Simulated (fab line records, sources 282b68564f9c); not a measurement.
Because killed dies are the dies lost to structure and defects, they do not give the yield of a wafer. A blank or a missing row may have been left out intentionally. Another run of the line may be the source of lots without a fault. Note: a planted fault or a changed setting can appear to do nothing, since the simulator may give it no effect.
Split-lot study + flow rit_cmos + route with 202 steps; 5 lots, 23 wafers read

## THE SPLIT
At RIT_ACTIVE_CVD_03 (deposits Si3N4 from SiH2Cl2/NH3, target thk 150 nm, time 1500 s), the setting sih2cl2_flow_sccm was moved away from the recipe's 60 sccm on 15 of the 23 wafers read, by -12.8% to +14.9%. For the rest of the wafers, this setting stayed at what the recipe calls for.

Split to reading: the file shows no intervening step.

## THE READING
ACTIVE_NITRIDE_THK in nanometres, read at RIT_ACTIVE_THK_MEAS_04. On this fab line, fault-free wafers typically give 150.4 nm with a standard deviation of 1.4 nm.

| wafer  | tool, chamber at the split | sih2cl2_flow_sccm as run, sccm | against the recipe | ACTIVE_NITRIDE_THK, nm | against lot-mates on the recipe |
|--------|----------------------------|--------------------------------|--------------------|------------------------|---------------------------------|
| L075.1 | lpcvd-02, 0                | 60                             | recipe             | 148.4                  | -                               |
| L075.2 | lpcvd-02, 0                | 60                             | recipe             | 147.7                  | -                               |
| L075.4 | lpcvd-02, 0                | 60                             | recipe             | 148.4                  | -                               |
| L077.1 | -, -                       | 68.92                          | +14.9%             | 158.5                  | no lot-mate on the recipe       |
| L077.3 | -, -                       | 68.92                          | +14.9%             | 157.4                  | no lot-mate on the recipe       |
| L077.4 | -, -                       | 68.92                          | +14.9%             | 158.3                  | no lot-mate on the recipe       |
| L077.5 | -, -                       | 68.92                          | +14.9%             | 157.7                  | no lot-mate on the recipe       |
| L077.6 | -, -                       | 68.92                          | +14.9%             | 158.6                  | no lot-mate on the recipe       |
| L079.1 | -, -                       | 53.06                          | -11.6%             | 145.4                  | no lot-mate on the recipe       |
| L079.2 | -, -                       | 53.06                          | -11.6%             | 145.6                  | no lot-mate on the recipe       |
| L079.3 | -, -                       | 53.06                          | -11.6%             | 144.9                  | no lot-mate on the recipe       |
| L079.4 | -, -                       | 53.06                          | -11.6%             | 144.7                  | no lot-mate on the recipe       |
| L079.6 | -, -                       | 53.06                          | -11.6%             | 145.3                  | no lot-mate on the recipe       |
| L082.1 | -, -                       | 60                             | recipe             | 149.4                  | -                               |
| L082.2 | -, -                       | 60                             | recipe             | 149.0                  | -                               |
| L082.4 | -, -                       | 60                             | recipe             | 150.3                  | -                               |
| L082.5 | -, -                       | 60                             | recipe             | 149.7                  | -                               |
| L082.6 | -, -                       | 60                             | recipe             | 151.1                  | -                               |
| L084.1 | -, -                       | 52.3                           | -12.8%             | 146.4                  | no lot-mate on the recipe       |
| L084.2 | -, -                       | 52.3                           | -12.8%             | 145.0                  | no lot-mate on the recipe       |
| L084.3 | -, -                       | 52.3                           | -12.8%             | 145.4                  | no lot-mate on the recipe       |
| L084.5 | -, -                       | 52.3                           | -12.8%             | 145.9                  | no lot-mate on the recipe       |
| L084.6 | -, -                       | 52.3                           | -12.8%             | 147.0                  | no lot-mate on the recipe       |

THE FIT
A straight line over all 23 wafers: ACTIVE_NITRIDE_THK changes by +0.449 nm for each +1% of sih2cl2_flow_sccm; r = +0.97; the points scatter about the line by 1.3 nm.
Too few moved wafers have a lot-mate on the recipe to fit a line with each lot's own level taken away.

## THE WHOLE CHAIN: every reading that the file lists as answering this split, in the file's order
| step                   | what it does                                                        | reading                                                                        | change (the file's fit)               | r (the file's) |
|------------------------|---------------------------------------------------------------------|--------------------------------------------------------------------------------|---------------------------------------|----------------|
| RIT_ACTIVE_CVD_03      | deposits Si3N4 from SiH2Cl2/NH3, target thk 150 nm, time 1500 s     | Si3N4_of_ACTIVE_CVD_03.thk_nm (the simulator's own value, which no gauge read) | +0.444 nm for each +1% of the setting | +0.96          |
| RIT_ACTIVE_THK_MEAS_04 |                                                                     | ACTIVE_NITRIDE_THK                                                             | +0.447 for each +1% of the setting    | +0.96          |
| RIT_ACTIVE_ETCH_13     | etches Si3N4 in SF6, stops on SiO2, time 210 s, target depth 210 nm | ACTIVE.feature_depth_nm (the simulator's own value, which no gauge read)       | +0.452 nm for each +1% of the setting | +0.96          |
| RIT_ACTIVE_ETCH_13     | etches Si3N4 in SF6, stops on SiO2, time 210 s, target depth 210 nm | etch.depth_nm (the simulator's own value, which no gauge read)                 | +0.444 nm for each +1% of the setting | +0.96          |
| RIT_FOX2_OXIDATION_00  | target thk 350.7 nm, ox time 1130 s                                 | Si3N4_of_ACTIVE_CVD_03.thk_nm (the simulator's own value, which no gauge read) | +0.431 nm for each +1% of the setting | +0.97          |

## THE FILE'S OWN FIT
ACTIVE_NITRIDE_THK changes by +0.447 nm for each +1% of sih2cl2_flow_sccm, r = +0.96.
